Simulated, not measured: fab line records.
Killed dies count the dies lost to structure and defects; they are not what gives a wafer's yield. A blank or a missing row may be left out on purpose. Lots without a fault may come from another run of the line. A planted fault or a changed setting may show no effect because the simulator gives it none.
fab line records -- flow rit-cmos
[record] lots = 14, wafers = 42, last-day = 7
route steps=202 shown GATE@83 NLDD@112 NSD@140 SDANNEAL@156 PSD@157 PLDD@159 M1@202
lots untouched by any fault: they come from a run of this same line in which no faults occurred
start-h: hours from the record's first day to the start of the lot's first wafer shown -- wait-h: hours since the lot's step before -- " identical to the entry in the row above -- L1.1+2: several wafers, shown together as one row -- - no value, or no start given -- * or withheld: withheld -- < > ~ a bound
route shown NAME@n: NAME is a module with steps in the file, n the number in the route of the first one -- usual: the fault-free wafers' mean and standard deviation -- same: alike in all rows -- chamber/n: place in a boat -- sites: each site's reading -- _std_site: the values' standard deviation -- _edge_site: the outer-site mean with the inner-site mean subtracted -- radius-mm: how far each site lies from the wafer's centre -- mask NAME#n: copy n -- behind: the last tool/chamber to shape the wafer -- hold: what put the lot on hold/how long, in hours/how the hold closed -- device: whichever transistor did not switch (one of n, p or np) -- end of line: at the end of the route, the tests of the same wafers -- a step with no rows: only its recipe -- killed: dies that structure and defects cost at the first sort, which is not the same as the wafer's yield -- map: a wafer's dies, x killed, . not, _ none there
set.NAME: the run value of the setting; set.NAME@STEP: its run value at that earlier step -- model.NAME: the simulator's own value behind a step, which no gauge read
the route's steps for a sample of lots (tables are steps, rows are wafers)
services: the hour from which a tool's chamber was out of use, counted from the record's first day as start-h (under 0 if before that day), plus the number of hours and why
[[steps]]
[step RIT_GATE_THK_MEAS_07]
[recipe] reads = SiO2_of_GATE_OXIDATION_05
[usual] GATE_OXIDE_THK = 3.02/0.075
lot.wafer,tool,chamber,start-h,wait-h,GATE_OXIDE_THK[nm]
L831.2,film-metro-01,-,35.24,0.0,2.83
L831.3,film-metro-01,-,35.24,0.0,2.96
L831.4,film-metro-01,-,35.24,0.0,2.84
L832.1,film-metro-03,-,38.38,0.0,2.91
L832.2,film-metro-03,-,38.38,0.0,2.89
L832.5,film-metro-03,-,38.38,0.0,2.97
L833.1,film-metro-01,-,45.37,0.0,3.03
L833.2,film-metro-01,-,45.37,0.0,3.01
L833.5,film-metro-01,-,45.37,0.0,3.00
L836.2,film-metro-04,-,62.39,0.0,3.02
L836.5,film-metro-04,-,62.39,0.0,3.07
L836.6,film-metro-04,-,62.39,0.0,3.05
L837.1,film-metro-03,-,64.17,0.0,2.99
L837.3,film-metro-03,-,64.17,0.0,3.01
L837.4,film-metro-03,-,64.17,0.0,2.99
L839.1,film-metro-01,-,73.20,0.0,3.09
L839.2,film-metro-01,-,73.20,0.0,3.02
L839.5,film-metro-01,-,73.20,0.0,3.00
L841.1,film-metro-01,-,84.86,0.0,2.99
L841.3,film-metro-01,-,84.86,0.0,2.98
L841.6,film-metro-01,-,84.86,0.0,2.98
L842.1,film-metro-04,-,89.05,0.0,2.95
L842.2,film-metro-04,-,89.05,0.0,2.91
L842.5,film-metro-04,-,89.05,0.0,2.96
L844.4,film-metro-04,-,100.64,0.0,3.12
L844.5,film-metro-04,-,100.64,0.0,3.16
L844.6,film-metro-04,-,100.64,0.0,3.09
L846.2,film-metro-01,-,112.46,0.0,2.98
L846.3,film-metro-01,-,112.46,0.0,3.06
L846.6,film-metro-01,-,112.46,0.0,3.04
L848.1,film-metro-01,-,119.50,0.0,2.97
L848.2,film-metro-01,-,119.50,0.0,2.92
L848.6,film-metro-01,-,119.50,0.0,2.98
L849.2,film-metro-04,-,128.42,0.0,3.19
L849.3,film-metro-04,-,128.42,0.0,3.17
L849.5,film-metro-04,-,128.42,0.0,3.17
L851.4,film-metro-04,-,134.07,0.0,3.09
L851.5,film-metro-04,-,134.07,0.0,3.11
L851.6,film-metro-04,-,134.07,0.0,3.06
L853.2,film-metro-01,-,144.23,0.0,3.11
L853.5,film-metro-01,-,144.23,0.0,3.02
L853.6,film-metro-01,-,144.23,0.0,3.04
[step RIT_NLDD_STRIP_09]
[recipe] chemistry = O2, time-s = 180, resist = NOVOLAK, platen-temp-c = withheld, power-w = 500, pressure-mtorr = 4000, o2-flow-sccm = 4000
[usual] drypump-motor-current-A = 5.6/0.57
[same] time-s = 180
lot.wafer,tool,chamber,start-h,wait-h,drypump-motor-current-A,rf-hours-counter-h
L831.2,plasma-asher-03,1,42.71,0.1,6.0,42
L831.3,plasma-asher-03,1,42.71,0.1,6.1,-
L831.4,plasma-asher-03,0,42.71,0.1,5.9,-
L832.1,plasma-asher-04,0,47.65,0.1,5.0,40
L832.2,plasma-asher-04,1,47.65,0.1,6.3,40
L832.5,plasma-asher-04,0,47.65,0.1,5.0,-
L833.1,plasma-asher-02,1,53.10,0.1,4.7,27
L833.2,plasma-asher-02,0,53.10,0.1,5.7,27
L833.5,plasma-asher-02,0,53.10,0.1,5.7,-
L836.2,plasma-asher-04,0,70.04,0.1,5.0,43
L836.5,plasma-asher-04,0,70.04,0.1,5.0,-
L836.6,plasma-asher-04,1,70.04,0.1,6.3,-
L837.1,plasma-asher-04,1,71.87,0.1,6.2,43
L837.3,plasma-asher-04,0,71.87,0.1,5.0,-
L837.4,plasma-asher-04,1,71.87,0.1,6.2,-
L839.1,plasma-asher-03,0,81.55,0.1,5.9,45
L839.2,plasma-asher-03,1,81.55,0.1,6.0,45
L839.5,plasma-asher-03,1,81.55,0.1,6.0,-
L841.1,plasma-asher-04,1,92.97,0.1,6.3,45
L841.3,plasma-asher-04,1,92.97,0.1,6.3,-
L841.6,plasma-asher-04,1,92.97,0.1,6.3,-
L842.1,plasma-asher-02,1,97.81,0.1,4.7,32
L842.2,plasma-asher-02,0,97.81,0.1,5.7,32
L842.5,plasma-asher-02,0,97.81,0.1,5.7,-
L844.4,plasma-asher-04,0,108.85,0.1,5.0,-
L844.5,plasma-asher-04,0,108.85,0.1,5.0,-
L844.6,plasma-asher-04,1,108.85,0.1,6.3,-
L846.2,plasma-asher-03,1,121.17,0.1,6.1,50
L846.3,plasma-asher-03,1,121.17,0.1,6.0,-
L846.6,plasma-asher-03,1,121.17,0.1,6.0,-
L848.1,plasma-asher-04,1,128.75,0.1,6.2,49
L848.2,plasma-asher-04,0,128.75,0.1,5.0,49
L848.6,plasma-asher-04,1,128.75,0.1,6.2,-
L849.2,plasma-asher-02,0,137.55,0.1,5.7,37
L849.3,plasma-asher-02,0,137.55,0.1,5.7,-
L849.5,plasma-asher-02,1,137.55,0.1,4.7,-
L851.4,plasma-asher-04,0,141.94,0.1,5.0,-
L851.5,plasma-asher-04,1,141.94,0.1,6.3,-
L851.6,plasma-asher-04,0,141.94,0.1,5.0,-
L853.2,plasma-asher-02,0,151.71,0.1,5.7,38
L853.5,plasma-asher-02,0,151.71,0.1,5.7,-
L853.6,plasma-asher-02,1,151.71,0.1,4.7,-
[step RIT_NSD_STRIP_09]
[recipe] chemistry = O2, time-s = 180, resist = NOVOLAK, platen-temp-c = withheld, power-w = 500, pressure-mtorr = 4000, o2-flow-sccm = 4000
[usual] drypump-motor-current-A = 5.8/0.57
[same] time-s = 180
lot.wafer,tool,chamber,start-h,wait-h,drypump-motor-current-A,rf-hours-counter-h
L831.2,plasma-asher-01,1,48.29,0.1,6.0,37
L831.3,plasma-asher-01,0,48.29,0.1,6.4,-
L831.4,plasma-asher-01,1,48.29,0.1,6.0,-
L832.1,plasma-asher-01,1,53.35,0.1,6.1,38
L832.2,plasma-asher-01,0,53.35,0.1,6.4,38
L832.5,plasma-asher-01,0,53.35,0.1,6.3,-
L833.1,plasma-asher-01,1,58.59,0.1,6.1,39
L833.2,plasma-asher-01,0,58.59,0.1,6.3,39
L833.5,plasma-asher-01,1,58.59,0.1,6.1,-
L836.2,plasma-asher-02,1,75.62,0.1,4.7,30
L836.5,plasma-asher-02,1,75.62,0.1,4.8,-
L836.6,plasma-asher-02,0,75.62,0.1,5.7,-
L837.1,plasma-asher-04,0,77.71,0.1,5.0,44
L837.3,plasma-asher-04,0,77.71,0.1,5.0,-
L837.4,plasma-asher-04,1,77.71,0.1,6.3,-
L839.1,plasma-asher-01,1,88.23,0.1,6.0,42
L839.2,plasma-asher-01,0,88.23,0.1,6.3,42
L839.5,plasma-asher-01,1,88.23,0.1,6.1,-
L841.1,plasma-asher-02,0,100.06,0.1,5.7,32
L841.3,plasma-asher-02,0,100.06,0.1,5.7,-
L841.6,plasma-asher-02,1,100.06,0.1,4.7,-
L842.1,plasma-asher-01,1,103.27,0.1,6.0,43
L842.2,plasma-asher-01,0,103.27,0.1,6.4,43
L842.5,plasma-asher-01,1,103.27,0.1,6.1,-
L844.4,plasma-asher-02,0,114.38,0.1,5.7,-
L844.5,plasma-asher-02,1,114.38,0.1,4.7,-
L844.6,plasma-asher-02,0,114.38,0.1,5.7,-
L846.2,plasma-asher-04,1,126.65,0.1,6.3,49
L846.3,plasma-asher-04,0,126.65,0.1,5.0,-
L846.6,plasma-asher-04,0,126.65,0.1,5.0,-
L848.1,plasma-asher-04,0,134.41,0.1,5.0,50
L848.2,plasma-asher-04,1,134.41,0.1,6.3,50
L848.6,plasma-asher-04,0,134.41,0.1,5.0,-
L849.2,plasma-asher-02,0,143.17,0.1,5.7,37
L849.3,plasma-asher-02,1,143.17,0.1,4.7,-
L849.5,plasma-asher-02,1,143.17,0.1,4.7,-
L851.4,plasma-asher-04,1,147.61,0.1,6.2,-
L851.5,plasma-asher-04,1,147.61,0.1,6.3,-
L851.6,plasma-asher-04,0,147.61,0.1,5.0,-
L853.2,plasma-asher-01,1,157.42,0.1,6.0,4
L853.5,plasma-asher-01,0,157.42,0.1,6.3,-
L853.6,plasma-asher-01,1,157.42,0.1,6.0,-
[step RIT_SDANNEAL_RTA_03]
[recipe] temp-c = 1050, time-s = 5, idle-temp-c = 600, ramp-up-c-per-s = 342, ramp-down-c-per-s = 171, cool-to-c = 600, ambient = N2
[usual] chamber-o2-ppm = 2.001/0.022, ramp-down-c-per-s = 171.00/0.033, wafer_temp_C_max = 1053.6/1.1
[same] time-s = 5
lot.wafer,tool,chamber,start-h,wait-h,chamber-o2-ppm,ramp-down-c-per-s,wafer_temp_C_max
L831.2,rtp-anneal-02,0,50.49,0.0,1.982,170.97,1054.4
L831.3,rtp-anneal-02,0,50.49,0.0,1.982,170.99,1052.2
L831.4,rtp-anneal-02,0,50.49,0.0,1.986,171.02,1053.8
L832.1,rtp-anneal-01,0,55.39,0.0,1.991,170.96,1052.1
L832.2,rtp-anneal-01,0,55.39,0.0,1.995,171.02,1053.0
L832.5,rtp-anneal-01,0,55.39,0.0,2.002,171.00,1054.0
L833.1,rtp-anneal-02,0,60.79,0.0,1.976,171.03,1054.5
L833.2,rtp-anneal-02,0,60.79,0.0,2.025,171.01,1054.3
L833.5,rtp-anneal-02,0,60.79,0.0,1.991,171.03,1053.1
L836.2,rtp-anneal-01,0,77.85,0.0,2.016,170.98,1052.7
L836.5,rtp-anneal-01,0,77.85,0.0,2.011,171.02,1054.7
L836.6,rtp-anneal-01,0,77.85,0.0,2.023,170.99,1051.7
L837.1,rtp-anneal-02,0,79.73,0.0,1.982,171.06,1054.1
L837.3,rtp-anneal-02,0,79.73,0.0,2.001,171.08,1055.4
L837.4,rtp-anneal-02,0,79.73,0.0,1.997,171.02,1052.5
L839.1,rtp-anneal-02,0,90.49,0.0,1.987,170.99,1052.4
L839.2,rtp-anneal-02,0,90.49,0.0,2.008,170.97,1053.0
L839.5,rtp-anneal-02,0,90.49,0.0,1.988,170.98,1053.8
L841.1,rtp-anneal-02,0,102.09,0.0,2.001,170.98,1053.1
L841.3,rtp-anneal-02,0,102.09,0.0,1.986,171.03,1055.5
L841.6,rtp-anneal-02,0,102.09,0.0,1.988,171.01,1053.1
L842.1,rtp-anneal-01,0,105.46,0.0,2.003,171.01,1052.0
L842.2,rtp-anneal-01,0,105.46,0.0,1.999,170.99,1055.4
L842.5,rtp-anneal-01,0,105.46,0.0,2.019,171.02,1055.1
L844.4,rtp-anneal-01,0,116.88,0.0,2.048,170.99,1056.7
L844.5,rtp-anneal-01,0,116.88,0.0,2.013,171.00,1053.5
L844.6,rtp-anneal-01,0,116.88,0.0,2.014,170.94,1052.9
L846.2,rtp-anneal-01,0,128.84,0.0,2.032,171.03,1053.5
L846.3,rtp-anneal-01,0,128.84,0.0,2.026,170.99,1052.5
L846.6,rtp-anneal-01,0,128.84,0.0,2.024,171.02,1055.5
L848.1,rtp-anneal-01,0,136.44,0.0,1.983,171.03,1053.6
L848.2,rtp-anneal-01,0,136.44,0.0,1.990,171.01,1053.0
L848.6,rtp-anneal-01,0,136.44,0.0,1.992,171.03,1052.3
L849.2,rtp-anneal-02,0,145.56,0.0,1.954,170.97,1052.5
L849.3,rtp-anneal-02,0,145.56,0.0,1.985,171.01,1053.0
L849.5,rtp-anneal-02,0,145.56,0.0,1.957,170.99,1055.1
L851.4,rtp-anneal-02,0,149.64,0.0,1.987,171.02,1052.9
L851.5,rtp-anneal-02,0,149.64,0.0,2.001,170.98,1054.5
L851.6,rtp-anneal-02,0,149.64,0.0,1.996,171.01,1051.7
L853.2,rtp-anneal-02,0,159.46,0.0,1.987,171.00,1053.7
L853.5,rtp-anneal-02,0,159.46,0.0,1.978,171.00,1053.5
L853.6,rtp-anneal-02,0,159.46,0.0,1.981,171.06,1053.6
[step RIT_SDANNEAL_RS_MEAS_04]
[recipe] thk-meas-gauge = four-point-probe
[usual] PSD_RS = 116.0/0.3
lot.wafer,tool,chamber,start-h,wait-h,hold,PSD_RS[ohm/sq]
L831.2,film-metro-04,-,50.56,0.1,-,115.6
L831.3,film-metro-04,-,50.56,0.1,-,115.4
L831.4,film-metro-04,-,50.56,0.1,-,115.6
L832.1,film-metro-04,-,55.45,0.0,-,116.3
L832.2,film-metro-04,-,55.45,0.0,-,116.0
L832.5,film-metro-04,-,55.45,0.0,-,115.7
L833.1,film-metro-03,-,60.84,0.0,-,115.9
L833.2,film-metro-03,-,60.84,0.0,-,115.5
L833.5,film-metro-03,-,60.84,0.0,-,115.7
L836.2,film-metro-04,-,77.92,0.1,-,115.8
L836.5,film-metro-04,-,77.92,0.1,-,116.1
L836.6,film-metro-04,-,77.92,0.1,-,115.9
L837.1,film-metro-03,-,79.79,0.0,-,115.8
L837.3,film-metro-03,-,79.79,0.0,-,115.8
L837.4,film-metro-03,-,79.79,0.0,-,115.9
L839.1,film-metro-04,-,90.55,0.0,-,115.5
L839.2,film-metro-04,-,90.55,0.0,-,115.8
L839.5,film-metro-04,-,90.55,0.0,-,116.1
L841.1,film-metro-04,-,102.15,0.0,-,116.3
L841.3,film-metro-04,-,102.15,0.0,-,115.8
L841.6,film-metro-04,-,102.15,0.0,-,115.8
L842.1,film-metro-04,-,105.52,0.0,-,115.8
L842.2,film-metro-04,-,105.52,0.0,-,115.9
L842.5,film-metro-04,-,105.52,0.0,-,115.6
L844.4,film-metro-02,-,116.97,0.1,-,116.4
L844.5,film-metro-02,-,116.97,0.1,-,116.1
L844.6,film-metro-02,-,116.97,0.1,-,116.3
L846.2,film-metro-03,-,128.91,0.1,await-dispo/0.2h/release,127.9
L846.3,film-metro-03,-,128.91,0.1,await-dispo/0.2h/release,127.9
L846.6,film-metro-03,-,128.91,0.1,await-dispo/0.2h/release,127.7
L846.2,film-metro-03,-,129.27,0.3,-,127.3
L846.3,film-metro-03,-,129.27,0.3,-,127.6
L846.6,film-metro-03,-,129.27,0.3,-,127.6
L848.1,film-metro-03,-,136.50,0.0,await-dispo/0.2h/release,127.9
L848.2,film-metro-03,-,136.50,0.0,await-dispo/0.2h/release,127.8
L848.6,film-metro-03,-,136.50,0.0,await-dispo/0.2h/release,127.8
L848.1,film-metro-03,-,136.86,0.3,-,127.7
L848.2,film-metro-03,-,136.86,0.3,-,127.8
L848.6,film-metro-03,-,136.86,0.3,-,127.9
L849.2,film-metro-04,-,145.62,0.1,-,116.1
L849.3,film-metro-04,-,145.62,0.1,-,115.7
L849.5,film-metro-04,-,145.62,0.1,-,115.5
L851.4,film-metro-04,-,149.73,0.1,-,115.7
L851.5,film-metro-04,-,149.73,0.1,-,115.9
L851.6,film-metro-04,-,149.73,0.1,-,115.8
L853.2,film-metro-02,-,159.52,0.1,-,116.2
L853.5,film-metro-02,-,159.52,0.1,-,116.1
L853.6,film-metro-02,-,159.52,0.1,-,116.0
[step RIT_SDANNEAL_RS_MEAS_06]
[recipe] thk-meas-gauge = four-point-probe
[usual] PLDD_RS = 178.6/0.48
lot.wafer,tool,chamber,start-h,wait-h,hold,PLDD_RS[ohm/sq]
L831.2,film-metro-04,-,50.80,0.1,-,178.7
L831.3,film-metro-04,-,50.80,0.1,-,178.6
L831.4,film-metro-04,-,50.80,0.1,-,178.8
L832.1,film-metro-04,-,55.69,0.1,-,178.4
L832.2,film-metro-04,-,55.69,0.1,-,179.0
L832.5,film-metro-04,-,55.69,0.1,-,178.5
L833.1,film-metro-03,-,61.08,0.1,-,179.6
L833.2,film-metro-03,-,61.08,0.1,-,178.4
L833.5,film-metro-03,-,61.08,0.1,-,178.9
L836.2,film-metro-04,-,78.16,0.1,-,178.2
L836.5,film-metro-04,-,78.16,0.1,-,178.6
L836.6,film-metro-04,-,78.16,0.1,-,178.7
L837.1,film-metro-03,-,80.03,0.1,-,178.0
L837.3,film-metro-03,-,80.03,0.1,-,178.2
L837.4,film-metro-03,-,80.03,0.1,-,178.6
L839.1,film-metro-04,-,90.79,0.1,-,178.6
L839.2,film-metro-04,-,90.79,0.1,-,178.8
L839.5,film-metro-04,-,90.79,0.1,-,179.3
L841.1,film-metro-04,-,102.39,0.1,-,178.0
L841.3,film-metro-04,-,102.39,0.1,-,177.8
L841.6,film-metro-04,-,102.39,0.1,-,178.0
L842.1,film-metro-04,-,105.76,0.1,-,178.7
L842.2,film-metro-04,-,105.76,0.1,-,178.9
L842.5,film-metro-04,-,105.76,0.1,-,177.8
L844.4,film-metro-02,-,117.21,0.1,-,179.1
L844.5,film-metro-02,-,117.21,0.1,-,178.2
L844.6,film-metro-02,-,117.21,0.1,-,178.4
L846.2,film-metro-03,-,131.71,0.1,await-dispo/0.2h/release,190.9
L846.3,film-metro-03,-,131.71,0.1,await-dispo/0.2h/release,190.6
L846.6,film-metro-03,-,131.71,0.1,await-dispo/0.2h/release,190.6
L846.2,film-metro-03,-,132.13,0.4,-,191.2
L846.3,film-metro-03,-,132.13,0.4,-,190.6
L846.6,film-metro-03,-,132.13,0.4,-,190.9
L848.1,film-metro-03,-,143.79,0.1,await-dispo/0.2h/release,190.9
L848.2,film-metro-03,-,143.79,0.1,await-dispo/0.2h/release,191.4
L848.6,film-metro-03,-,143.79,0.1,await-dispo/0.2h/release,191.6
L848.1,film-metro-03,-,144.29,0.5,-,190.6
L848.2,film-metro-03,-,144.29,0.5,-,191.4
L848.6,film-metro-03,-,144.29,0.5,-,191.1
L849.2,film-metro-04,-,145.86,0.1,-,178.1
L849.3,film-metro-04,-,145.86,0.1,-,178.3
L849.5,film-metro-04,-,145.86,0.1,-,178.3
L851.4,film-metro-04,-,149.97,0.1,-,178.4
L851.5,film-metro-04,-,149.97,0.1,-,178.6
L851.6,film-metro-04,-,149.97,0.1,-,178.9
L853.2,film-metro-02,-,159.76,0.1,-,179.1
L853.5,film-metro-02,-,159.76,0.1,-,178.6
L853.6,film-metro-02,-,159.76,0.1,-,179.3
[step RIT_M1_PROBE_99]
[usual] killed-at-contacts = 0.1/0.24, killed-at-front-end = 7/3.1, killed-dies = 7/3.1, killed-open = 3.6/2.1, killed-short = 3.2/2
[same] gross-dies = 264, killed_at_M0_to_M3 = 0, killed_at_M4_up = 0, killed-at-back-side = 0, killed-at-other = 0
lot.wafer,tool,chamber,start-h,wait-h,killed-at-contacts,killed-at-front-end,killed-dies,killed-open,killed-short
L841.1,prober-02,-,110.12,0.1,0,7,7,4,3
L841.3,prober-02,-,110.22,0.2,0,10,10,6,4
L841.6,prober-02,-,110.37,0.2,0,5,5,2,3
L842.1,prober-01,-,115.11,0.1,0,5,5,1,4
L842.2,prober-01,-,115.16,0.1,0,8,8,1,7
L842.5,prober-01,-,115.31,0.2,0,9,9,6,3
L846.2,prober-01,-,143.09,0.1,0,6,6,5,1
L846.3,prober-01,-,143.14,0.2,0,4,4,2,2
L846.6,prober-01,-,143.29,0.2,0,11,11,7,4
L848.1,prober-01,-,155.00,0.1,0,6,6,1,5
L848.2,prober-01,-,155.05,0.1,0,6,6,2,4
L848.6,prober-01,-,155.25,0.2,0,4,4,3,1
L853.2,prober-02,-,167.14,0.1,0,2,2,2,0
L853.5,prober-02,-,167.29,0.2,1,5,6,1,5
L853.6,prober-02,-,167.34,0.2,0,8,8,6,2
// killed by level:class
L841.1 GATE:geometric-particle:short=2 FOX1:geometric-particle:open=1 GATE:geometric-particle:open=1 REOX:geometric-particle:open=1 SPACER:geometric-particle:short=1 SILICIDE:geometric-particle:open=1
L841.3 FOX2:geometric-particle:short=2 GATE:geometric-particle:open=2 SILICIDE:geometric-particle:open=2 FOX1:geometric-particle:open=1 FOX2:geometric-particle:open=1 GATE:geometric-particle:short=1 SILICIDE:geometric-particle:short=1
L841.6 GATE:geometric-particle:short=3 SPACER:geometric-particle:open=1 SILICIDE:geometric-particle:open=1
L842.1 GATE:geometric-particle:short=2 FOX1:geometric-particle:open=1 REOX:geometric-particle:short=1 SPACER:geometric-particle:short=1
L842.2 GATE:geometric-particle:short=3 FOX2:geometric-particle:short=2 SILICIDE:geometric-particle:short=2 GATE:geometric-particle:open=1
L842.5 GATE:geometric-particle:open=3 FOX1:geometric-particle:short=2 REOX:geometric-particle:open=2 FOX2:geometric-particle:short=1 SPACER:geometric-particle:open=1
L846.2 GATE:geometric-particle:open=3 SPACER:geometric-particle:open=2 REOX:geometric-particle:short=1
L846.3 GATE:geometric-particle:open=1 GATE:geometric-particle:short=1 REOX:geometric-particle:short=1 REOX:geometric-particle:open=1
L846.6 GATE:geometric-particle:open=4 GATE:geometric-particle:short=2 REOX:geometric-particle:short=2 REOX:geometric-particle:open=2 SILICIDE:geometric-particle:open=1
L848.1 GATE:geometric-particle:short=2 FOX2:geometric-particle:short=1 GATE:geometric-particle:open=1 REOX:geometric-particle:short=1 SILICIDE:geometric-particle:short=1
L848.2 FOX2:geometric-particle:open=2 GATE:geometric-particle:short=2 FOX1:geometric-particle:short=1 SPACER:geometric-particle:short=1
L848.6 FOX2:geometric-particle:open=1 REOX:geometric-particle:short=1 REOX:geometric-particle:open=1 SPACER:geometric-particle:open=1
L853.2 GATE:geometric-particle:open=2
L853.5 GATE:geometric-particle:short=3 FOX1:geometric-particle:short=1 SPACER:geometric-particle:short=1 CONTACT:geometric-particle:open=1
L853.6 GATE:geometric-particle:open=5 GATE:geometric-particle:short=2 FOX1:geometric-particle:open=1
[[services]]
tool,chamber,start-h,hours,kind
plasma-asher-03,-,45.88,4.0,pm
plasma-asher-03,-,108.71,1.9,repair
plasma-asher-01,-,108.75,9.0,pm
plasma-asher-01,0,108.75,9.0,vent-cycle
plasma-asher-01,1,108.75,9.0,vent-cycle
plasma-asher-01,-,115.26,0.9,repair
plasma-asher-01,0,117.75,-,clean
plasma-asher-01,1,117.75,-,clean
plasma-asher-03,-,130.36,2.8,pm
[[key]]
[first-sign] step = RIT_SDANNEAL_RS_MEAS_04, reading = visit, direction = added
[effect] step = RIT_SDANNEAL_RS_MEAS_04, reading = PSD_RS, direction = up, sigmas = 39, usual = 116.0, struck = 127.8
[effect] step = RIT_SDANNEAL_RS_MEAS_06, reading = visit, direction = added
[effect] step = RIT_SDANNEAL_RS_MEAS_06, reading = PLDD_RS, direction = up, sigmas = 26, usual = 178.6, struck = 191.0
met-at RIT_SDANNEAL_RTA_03
struck-lots L846,L848
tester-left-out L846,L848
not-acting-at RIT_GATE_THK_MEAS_07,RIT_NLDD_STRIP_09,RIT_NSD_STRIP_09
onset-between 116.88 128.84
[fault] kind = process-parameter-drift, tool = rtp-anneal-01, chamber = -, onset-h = 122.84, steps = RIT_SDANNEAL_RTA_03, channel = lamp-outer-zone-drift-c, offset = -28, shape = step, end-h = 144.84
// tester-left-out: of these lots the tester's yield and bins aren't shown, on N5 and GAA mostly nor the transistor test; their killed dies are dies lost to structure and defects alone, not to doping, threshold or leakage, so they don't give the yield
